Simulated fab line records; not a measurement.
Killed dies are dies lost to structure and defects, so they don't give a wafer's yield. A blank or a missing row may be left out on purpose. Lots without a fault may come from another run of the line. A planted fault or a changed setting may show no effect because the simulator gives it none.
The tool behind it: which one? :: flow berkeleyCmos170 :: 42 wafers from 14 lots sampled at 2 of the route's 331 steps

== WHAT EACH GAUGE READ, for each wafer ==
UCB170_M1_CD_MEAS_09: the cd target is 700 nm.
lot: L906
measured: day 7 22:02
on: cdSem-02
cdNm (nm): 698.4 698.6 698.6

lot: L907
measured: day 7 22:31
on: cdSem-02
cdNm (nm): 698.6 698.9 699.5

lot: L908
measured: day 7 23:55
on: cdSem-02
cdNm (nm): 700.0 700.9 701.5

lot: L909
measured: day 8 00:15
on: cdSem-02
cdNm (nm): 701.1 702.4 700.2

lot: L910
measured: day 8 20:19
on: cdSem-02
cdNm (nm): 702.2 702.2 702.7

lot: L912
measured: day 9 03:23
on: cdSem-02
cdNm (nm): 701.4 698.7 699.6

lot: L913
measured: day 9 05:20
on: cdSem-01
cdNm (nm): 701.8 701.7 702.1

lot: L916
measured: day 10 04:47
on: cdSem-01
cdNm (nm): 698.0 700.1 699.9

lot: L918
measured: day 10 04:53
on: cdSem-02
cdNm (nm): 724.5 725.8 725.3

lot: L920
measured: day 10 17:01
on: cdSem-01
cdNm (nm): 719.2 719.0 721.4

lot: L924
measured: day 11 15:32
on: cdSem-02
cdNm (nm): 701.9 699.9 699.0

lot: L927
measured: day 11 15:50
on: cdSem-01
cdNm (nm): 699.1 699.3 700.6

lot: L926
measured: day 11 16:00
on: cdSem-02
cdNm (nm): 699.7 703.9 703.5

lot: L925
measured: day 11 16:04
on: cdSem-02
cdNm (nm): 698.7 698.6 700.8

== WHAT TOOL EACH LOT RAN ON (gives the tool, then ch and the chambers of the sampled wafers, and finally the start) ==
lot: L906
UCB170_M1_PEB_07: lithoTrack-03 ch 0, day 7 21:46

lot: L907
UCB170_M1_PEB_07: lithoTrack-03 ch 0, day 7 22:08

lot: L908
UCB170_M1_PEB_07: lithoTrack-04 ch 0, day 7 23:38

lot: L909
UCB170_M1_PEB_07: lithoTrack-04 ch 0, day 7 23:59

lot: L910
UCB170_M1_PEB_07: lithoTrack-04 ch 0, day 8 20:02

lot: L912
UCB170_M1_PEB_07: lithoTrack-01 ch 0, day 9 03:07

lot: L913
UCB170_M1_PEB_07: lithoTrack-03 ch 0, day 9 05:04

lot: L916
UCB170_M1_PEB_07: lithoTrack-01 ch 0, day 10 04:31

lot: L918
UCB170_M1_PEB_07: lithoTrack-03 ch 0, day 10 04:37

lot: L920
UCB170_M1_PEB_07: lithoTrack-03 ch 0, day 10 16:00

lot: L924
UCB170_M1_PEB_07: lithoTrack-04 ch 0, day 11 15:16

lot: L927
UCB170_M1_PEB_07: lithoTrack-04 ch 0, day 11 15:34

lot: L926
UCB170_M1_PEB_07: lithoTrack-01 ch 0, day 11 15:44

lot: L925
UCB170_M1_PEB_07: lithoTrack-04 ch 0, day 11 15:47
- UCB170_M1_PEB_07

== WHAT THE TOOLS THEMSELVES READ (means of the sampled wafers that have a number; where no wafer has one, the mark that the record gives instead) ==
UCB170_M1_PEB_07.
lot: L906
tool: lithoTrack-03
heaterPowerTotalW (W): 56.81
plateTempC (C): 130.08

lot: L907
tool: lithoTrack-03
heaterPowerTotalW (W): 56.82
plateTempC (C): 129.99

lot: L908
tool: lithoTrack-04
heaterPowerTotalW (W): 56.81
plateTempC (C): 129.99

lot: L909
tool: lithoTrack-04
heaterPowerTotalW (W): 56.84
plateTempC (C): 130.02

lot: L910
tool: lithoTrack-04
heaterPowerTotalW (W): 56.81
plateTempC (C): 130.00

lot: L912
tool: lithoTrack-01
heaterPowerTotalW (W): 56.79
plateTempC (C): 129.90

lot: L913
tool: lithoTrack-03
heaterPowerTotalW (W): 56.80
plateTempC (C): 129.91

lot: L916
tool: lithoTrack-01
heaterPowerTotalW (W): 56.78
plateTempC (C): 130.03

lot: L918
tool: lithoTrack-03
heaterPowerTotalW (W): 54.96
plateTempC (C): 126.68

lot: L920
tool: lithoTrack-03
heaterPowerTotalW (W): 54.94
plateTempC (C): 126.62

lot: L924
tool: lithoTrack-04
heaterPowerTotalW (W): 56.83
plateTempC (C): 130.06

lot: L927
tool: lithoTrack-04
heaterPowerTotalW (W): 56.84
plateTempC (C): 130.05

lot: L926
tool: lithoTrack-01
heaterPowerTotalW (W): 56.82
plateTempC (C): 130.01

lot: L925
tool: lithoTrack-04
heaterPowerTotalW (W): 56.85
plateTempC (C): 130.07

== THE ANSWER, worked out from the rows above alone ==
Rule: the usual values come from the lots themselves. The widest of any qualifying gaps counts: lots, ordered by their means at a reading, are off when they make up no more than a third of the lots, leave a main group of 4 or more, and stand apart from it by 3 or more times the standard deviation of that group's means. If all means in a main group match to the digits the tables above print for the reading, that group is not used. A lot without any number at a reading at which 4 lots or more have one is off too. All remaining lots with rows at the step are treated as sound. First the gauges in route order, then the tools' own readings, where a lot's mean is used as printed above. The first step at which some lot is off is used, and at that step the reading that is off furthest; a lot without a number counts as furthest.
Off: L918, L920, at UCB170_M1_CD_MEAS_09 (cdNm). For the main group the mean is 700.4 nm and the standard deviation 1.3.
If a tool, at a process step before that reading, ran all the lots that are off and no sound lot after the first of them, it fits. Not tried: the gauges at UCB170_M1_CD_MEAS_09; whatever is off there is also off at UCB170_M1_PEB_07, on other tools, and gauge error can't account for it. One fits: UCB170_M1_PEB_07 on lithoTrack-03. Its last sound lot is L913 (day 9 05:04), its first lot that is off L918 (day 10 04:37): a fault that began between those two fits.
The tool's own readings at UCB170_M1_PEB_07 bear it out: on the lots that are off they differ by more than 5 times the standard deviation of the sound lots' means. heaterPowerTotalW reads 54.95 W there against 56.82 W on the sound lots; plateTempC reads 126.65 C there against 130.01 C on the sound lots.

== WHAT WAS PUT IN BY THE SIMULATOR ==
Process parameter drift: lithoTrack-03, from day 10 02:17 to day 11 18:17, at UCB170_M1_PEB_07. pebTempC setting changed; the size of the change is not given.
Lots struck among those shown: L918, L920. The rule above reached the same finding.
